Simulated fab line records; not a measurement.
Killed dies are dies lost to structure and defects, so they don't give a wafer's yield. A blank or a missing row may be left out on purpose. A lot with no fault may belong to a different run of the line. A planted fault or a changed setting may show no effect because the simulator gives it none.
Which of the tools did it? || flow rit cmos || 15 lots with 45 wafers sampled at 2 steps, on a route of 202 steps

WHAT THE GAUGES SHOWED, per wafer
RIT_PSD_OVL_MEAS_06.
{"lot": "L987", "measured": "day 3 18:43", "on": "overlay-01", "PSD_OVL (nm)": "0.3 -1.6 -1.1"}
{"lot": "L988", "measured": "day 4 01:43", "on": "overlay-01", "PSD_OVL (nm)": "-4.5 -0.4 -1.0"}
{"lot": "L989", "measured": "day 4 19:43", "on": "overlay-02", "PSD_OVL (nm)": "-0.2 -1.4 -1.3"}
{"lot": "L990", "measured": "day 4 19:50", "on": "overlay-02", "PSD_OVL (nm)": "-1.9 0.1 -1.3"}
{"lot": "L991", "measured": "day 5 02:55", "on": "overlay-02", "PSD_OVL (nm)": "-3.5 -2.1 -1.3"}
{"lot": "L993", "measured": "day 5 03:13", "on": "overlay-02", "PSD_OVL (nm)": "-1.1 1.5 0.1"}
{"lot": "L992", "measured": "day 5 16:21", "on": "overlay-02", "PSD_OVL (nm)": "-0.6 0.7 0.3"}
{"lot": "L996", "measured": "day 5 17:13", "on": "overlay-02", "PSD_OVL (nm)": "-0.1 -0.1 -0.5"}
{"lot": "L997", "measured": "day 6 06:55", "on": "overlay-01", "PSD_OVL (nm)": "0.7 0.7 -0.3"}
{"lot": "L100", "measured": "day 6 19:00", "on": "overlay-02", "PSD_OVL (nm)": "-151.0 -152.8 -152.9"}
{"lot": "L102", "measured": "day 6 21:49", "on": "overlay-01", "PSD_OVL (nm)": "-151.2 -149.7 -150.9"}
{"lot": "L103", "measured": "day 7 02:05", "on": "overlay-01", "PSD_OVL (nm)": "-149.9 -149.2 -147.7"}
{"lot": "L106", "measured": "day 7 10:36", "on": "overlay-01", "PSD_OVL (nm)": "-2.7 -2.0 -1.4"}
{"lot": "L109", "measured": "day 7 22:28", "on": "overlay-02", "PSD_OVL (nm)": "-1.8 -2.4 -3.0"}
{"lot": "L110", "measured": "day 8 01:00", "on": "overlay-02", "PSD_OVL (nm)": "-2.1 -1.4 -1.5"}

WHAT TOOL EACH LOT RAN ON (gives the tool, then ch and the chambers of the sampled wafers, and finally the start)
{"lot": "L987", "RIT_PSD_EXPOSE_03": "iline stepper-02 ch 0, day 3 18:17"}
{"lot": "L988", "RIT_PSD_EXPOSE_03": "iline stepper-01 ch 0, day 4 01:20"}
{"lot": "L989", "RIT_PSD_EXPOSE_03": "iline stepper-02 ch 0, day 4 19:22"}
{"lot": "L990", "RIT_PSD_EXPOSE_03": "iline stepper-02 ch 0, day 4 19:28"}
{"lot": "L991", "RIT_PSD_EXPOSE_03": "iline stepper-02 ch 0, day 5 02:17"}
{"lot": "L993", "RIT_PSD_EXPOSE_03": "iline stepper-02 ch 0, day 5 02:25"}
{"lot": "L992", "RIT_PSD_EXPOSE_03": "iline stepper-01 ch 0, day 5 15:48"}
{"lot": "L996", "RIT_PSD_EXPOSE_03": "iline stepper-01 ch 0, day 5 16:39"}
{"lot": "L997", "RIT_PSD_EXPOSE_03": "iline stepper-01 ch 0, day 6 06:31"}
{"lot": "L100", "RIT_PSD_EXPOSE_03": "iline stepper-02 ch 0, day 6 18:31"}
{"lot": "L102", "RIT_PSD_EXPOSE_03": "iline stepper-02 ch 0, day 6 21:26"}
{"lot": "L103", "RIT_PSD_EXPOSE_03": "iline stepper-02 ch 0, day 7 01:41"}
{"lot": "L106", "RIT_PSD_EXPOSE_03": "iline stepper-01 ch 0, day 7 10:13"}
{"lot": "L109", "RIT_PSD_EXPOSE_03": "iline stepper-01 ch 0, day 7 22:05"}
{"lot": "L110", "RIT_PSD_EXPOSE_03": "iline stepper-01 ch 0, day 8 00:36"}
- RIT_PSD_EXPOSE_03: exposes mask M10, target cd 40900 nm.

WHAT THE TOOLS THEMSELVES READ (means of the sampled wafers that have a number; where no wafer has one, the mark that the record gives instead)
The record holds no such reading with a usual standard deviation.

THE ANSWER, worked out from the rows above alone
Rule: the usual values come from the lots themselves. The widest of any qualifying gaps counts: lots, ordered by their means at a reading, are off when they make up no more than a third of the lots, leave a main group of 4 or more, and stand apart from it by 3 or more times the standard deviation of that group's means. Not used: any main group whose means are identical at the precision the tables above print for the reading. Also off: a lot with no number at a reading for which 4 or more lots have one. All remaining lots with rows at the step are treated as sound. Order of review: gauges by route order, followed by the tools' own readings, for which a lot's mean as printed above is used. At the first step where some lot is off, the reading lying furthest off is the one used; lots without a number count as furthest.
Off: L100, L102, L103, seen at RIT_PSD_OVL_MEAS_06 (PSD_OVL). For the main group the mean is -1.1 nm and the standard deviation 0.97.
If a tool, at a process step before that reading, ran all the lots that are off and no sound lot after the first of them, it fits. Gauges at RIT_PSD_OVL_MEAS_06: tried the same way as those tools. One fits: iline stepper-02 at RIT_PSD_EXPOSE_03. A fault onset in the window from L993 (day 5 02:25, its last sound lot) to L100 (day 6 18:31, its first lot off) fits.

WHAT THE SIMULATOR HAD PUT IN
Scanner matching overlay: iline stepper-02, from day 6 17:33 on, at RIT_PSD_EXPOSE_03. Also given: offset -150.
Shown lots that were struck: L100, L102, L103. The rule given above showed the same thing.
